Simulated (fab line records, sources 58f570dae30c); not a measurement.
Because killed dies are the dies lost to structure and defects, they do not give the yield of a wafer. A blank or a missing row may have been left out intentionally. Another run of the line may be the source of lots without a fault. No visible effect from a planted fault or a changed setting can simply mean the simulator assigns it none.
Which tool is to blame? -- flow berkeley-cmos170 -- 14 lots with 42 wafers sampled at 5 steps, on a route of 331 steps

== WHAT THE GAUGES READ, wafer by wafer ==
UCB170_PWELL_OVL_MEAS_13. Usual: for PWELL_OVL the level is 2 nm and the standard deviation is 5.1.
lot,measured,on,PWELL_OVL (nm),flag
L734,day 3 03:22,overlay-01,-8 -6 -5,
L736,day 3 21:54,overlay-01,2 3 10,
L737,day 3 22:05,overlay-01,-1 -4 -4,
L738,day 4 07:30,overlay-02,-4 -6 2,
L739,day 4 07:45,overlay-01,7 8 11,
L741,day 4 23:54,overlay-01,-1 -2 2,
L743,day 5 07:59,overlay-02,5 2 -1,
L744,day 5 07:52,overlay-01,6 5 6,
L745,day 5 23:05,overlay-02,2 -4 5,
L746,day 5 23:22,overlay-01,5 4 7,
L747,day 6 07:03,overlay-01,3 7 4,
L750,day 6 15:24,overlay-02,-9 0 -6,
L749,day 6 15:09,overlay-01,-1 -1 -10,
L751,day 7 02:40,overlay-02,4 6 -3,

UCB170_WELLDRIVE_THK_MEAS_02. Usual: for WELLDRIVE_OXIDE_THK the level is 198 nm and the standard deviation is 4.1.
lot,measured,on,WELLDRIVE_OXIDE_THK (nm),flag
L734,day 3 15:47,film-metro-04,201 201 200,
L736,day 4 11:31,film-metro-04,197 197 194,
L737,day 4 11:31,film-metro-02,198 194 194,
L738,day 4 23:07,film-metro-01,193 195 194,
L739,day 4 23:07,film-metro-04,190 195 194,
L741,day 5 10:53,film-metro-01,198 193 197,
L743,day 5 19:41,film-metro-02,196 196 198,
L744,day 5 19:43,film-metro-01,193 195 194,
L745,day 6 10:57,film-metro-02,204 202 206,
L746,day 6 10:56,film-metro-01,208 208 208,
L747,day 6 19:59,film-metro-04,195 196 194,
L750,day 7 04:44,film-metro-04,151 154 152 151 154 152,OFF
L749,day 7 04:44,film-metro-01,144 143 141 144 144 141,OFF
L751,day 7 14:29,film-metro-04,199 197 198,

UCB170_ACTIVE_CD_MEAS_90: the cd target is 1200 nm. Usual: cd-nm 1199.9 nm, standard deviation 1.2.
lot,measured,on,cd-nm (nm),flag
L734,day 4 09:58,cd-sem-01,1200.7 1199.5 1199.9,
L736,day 5 10:57,cd-sem-01,1198.8 1197.8 1198.6,
L737,day 5 10:41,cd-sem-02,1201.9 1202.2 1201.0,
L738,day 5 16:53,cd-sem-01,1201.3 1201.7 1200.7,
L739,day 5 17:07,cd-sem-02,1199.2 1199.9 1199.2,
L741,day 6 08:42,cd-sem-01,1200.4 1200.3 1198.8,
L743,day 6 16:59,cd-sem-01,1200.7 1200.6 1200.7,
L744,day 6 17:10,cd-sem-01,1198.9 1199.7 1200.9,
L745,day 7 10:44,cd-sem-01,1201.0 1201.9 1202.4,
L746,day 7 10:36,cd-sem-02,1198.2 1198.7 1198.8,
L747,day 7 19:46,cd-sem-02,1198.7 1199.3 1198.3,
L750,day 8 00:52,cd-sem-01,1199.5 1199.8 1198.9,
L749,day 8 00:17,cd-sem-01,1199.2 1198.8 1198.4,
L751,day 8 15:42,cd-sem-02,1201.4 1200.4 1201.6,

== WHAT TOOL EACH LOT RAN ON (gives the tool, then ch and the chambers of the sampled wafers, and finally the start) ==
lot,UCB170_NWELL_ETCH_13,UCB170_WELLDRIVE_OXIDATION_01
L734,"rie-diel-02 ch 0,1,2, day 2 06:46","furnace-01 ch 0, day 3 12:16"
L736,"rie-diel-02 ch 0,2,3, day 3 00:59","furnace-04 ch 0, day 4 08:01"
L737,"rie-diel-01 ch 0,2,3, day 3 05:35","furnace-04 ch 0, day 4 08:01"
L738,"rie-diel-01 ch 1,3, day 3 13:20","furnace-01 ch 0, day 4 19:37"
L739,"rie-diel-02 ch 0,3, day 3 14:04","furnace-01 ch 0, day 4 19:37"
L741,"rie-diel-03 ch 0,1,2, day 3 22:22","furnace-04 ch 0, day 5 07:20"
L743,"rie-diel-01 ch 1,2, day 4 06:58","furnace-04 ch 0, day 5 16:11"
L744,"rie-diel-03 ch 0,3, day 4 12:02","furnace-04 ch 0, day 5 16:11"
L745,"rie-diel-03 ch 0,1,2, day 5 04:53","furnace-01 ch 0, day 6 07:26"
L746,"rie-diel-01 ch 1,2, day 5 05:07","furnace-01 ch 0, day 6 07:26"
L747,"rie-diel-03 ch 0,1,2, day 5 10:05","furnace-04 ch 0, day 6 16:29"
L750,"rie-diel-03 ch 0,2,3, day 5 19:11","furnace-01 ch 0, day 7 01:13"
L749,"rie-diel-02 ch 0,1,2, day 5 19:26","furnace-01 ch 0, day 7 01:13"
L751,"rie-diel-03 ch 0,2,3, day 6 03:16","furnace-02 ch 0, day 7 10:59"
- UCB170_NWELL_ETCH_13: etches Si3N4 in CH3F/Ar/O2, stops on SiO2, target depth 246.4 nm, time 154 s.
- UCB170_WELLDRIVE_OXIDATION_01: target thk 199 nm, ox time 9000 s.

== AS READ BY THE TOOLS THEMSELVES (means over the sampled wafers that have a number; for cases with no such wafer, the mark the record gives instead) ==
UCB170_NWELL_ETCH_13. Usual: drypump-motor-current-A 5.61 A, standard deviation 0.27; mfc-ar-sccm 49.99 sccm, standard deviation 0.15; oes-product-au 0.948 a.u., standard deviation 0.014; rf-fwd-power-W 448.2 W, standard deviation 1.5; throttle-valve-pct 8.03 %, standard deviation 0.18.
lot,tool,drypump-motor-current-A (A),mfc-ar-sccm (sccm),oes-product-au (a.u.),rf-fwd-power-W (W),throttle-valve-pct (%),flag
L734,rie-diel-02,5.72,50.03,0.941,448.6,7.99,
L736,rie-diel-02,5.72,50.08,0.947,448.0,8.00,
L737,rie-diel-01,5.69,49.91,0.931,448.4,8.10,
L738,rie-diel-01,5.38,50.18,0.928,448.6,7.86,
L739,rie-diel-02,5.72,49.97,0.934,448.7,8.01,
L741,rie-diel-03,5.46,49.98,0.940,449.0,8.14,
L743,rie-diel-01,5.75,49.91,0.947,449.9,8.03,
L744,rie-diel-03,5.48,50.15,0.954,445.6,7.90,
L745,rie-diel-03,5.47,50.00,0.950,449.6,8.15,
L746,rie-diel-01,5.48,50.04,0.946,448.9,7.94,
L747,rie-diel-03,5.46,49.97,0.964,448.0,8.15,
L750,rie-diel-03,5.64,50.14,0.955,447.2,7.94,
L749,rie-diel-02,5.72,49.99,0.943,447.9,8.00,
L751,rie-diel-03,5.64,50.04,0.961,447.7,7.94,

UCB170_WELLDRIVE_OXIDATION_01. Usual: spike-tc-centre-C 1102.3 C, standard deviation 1.4; spike-tc-load-C 1127.3 C, standard deviation 1.8; spike-tc-source-C 1125.6 C, standard deviation 1; tube-center-temp-C 1100 C, standard deviation 0.1; tube_center_temp_C_max 1102.8, standard deviation 0.5.
lot,tool,spike-tc-centre-C (C),spike-tc-load-C (C),spike-tc-source-C (C),tube-center-temp-C (C),tube_center_temp_C_max,flag
L734,furnace-01,1102.4,1126.3,1125.3,1100,1103.0,
L736,furnace-04,1101.8,1125.7,1126.1,1100,1102.3,
L737,furnace-04,1101.4,1126.8,1124.5,1100,1102.9,
L738,furnace-01,1102.0,1125.4,1125.7,1100,1102.4,
L739,furnace-01,1101.6,1125.6,1125.4,1100,1102.7,
L741,furnace-04,1101.1,1127.3,1126.3,1100,1103.1,
L743,furnace-04,1101.4,1127.0,1125.5,1100,1102.6,
L744,furnace-04,1101.2,1126.2,1125.4,1100,1102.9,
L745,furnace-01,1101.3,1125.6,1125.8,1100,1102.8,
L746,furnace-01,1101.7,1125.4,1125.8,1100,1102.9,
L747,furnace-04,1101.6,1126.5,1125.1,1100,1102.9,
L750,furnace-01,1058.1,1081.6,1081.3,1056,1059.2,OFF
L749,furnace-01,1057.7,1082.2,1080.6,1056,1059.2,OFF
L751,furnace-02,1103.0,1129.8,1125.1,1100,1102.7,

== THE ANSWER, worked out from the rows above alone ==
Rule: a lot is off if the mean of its wafers that have a number lies more than 3 standard deviations from the usual mean. Also off: a lot with no number at a reading for which 4 or more lots have one. All remaining lots with rows at the step are treated as sound. The gauges are gone through in route order, then the tools' own readings, and for those a lot's mean is taken as printed above. The first step at which some lot is off is used, and at that step the reading that is off furthest; a lot without a number counts as furthest.
Off: L750, L749, seen at UCB170_WELLDRIVE_THK_MEAS_02 (WELLDRIVE_OXIDE_THK).
A tool fits if, at a process step before that reading, it ran every lot that is off, and no sound lot after the first of them. Not tried: the gauges at UCB170_WELLDRIVE_THK_MEAS_02; whatever is off there is also off at UCB170_WELLDRIVE_OXIDATION_01, on other tools, and gauge error can't account for it. One candidate fits, namely furnace-01 at UCB170_WELLDRIVE_OXIDATION_01. Its last sound lot is L745 (day 6 07:26), its first lot that is off L749 (day 7 01:13): a fault that began between those two fits.
The tool's own readings at UCB170_WELLDRIVE_OXIDATION_01 bear it out: on the lots that are off they differ by more than 5 times the standard deviation of the sound lots' means. spike-tc-centre-C reads 1057.9 C there against 1101.7 C on the sound lots; spike-tc-load-C reads 1081.9 C there against 1126.5 C on the sound lots; spike-tc-source-C reads 1080.9 C there against 1125.5 C on the sound lots; tube-center-temp-C reads 1056 C there against 1100 C on the sound lots; tube_center_temp_C_max reads 1059.2 there against 1102.8 on the sound lots.

== WHAT WAS PUT IN BY THE SIMULATOR ==
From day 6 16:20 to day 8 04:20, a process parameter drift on furnace-01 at UCB170_WELLDRIVE_OXIDATION_01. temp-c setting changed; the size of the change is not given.
Shown lots that were struck: L749, L750. Same finding as the rule above.
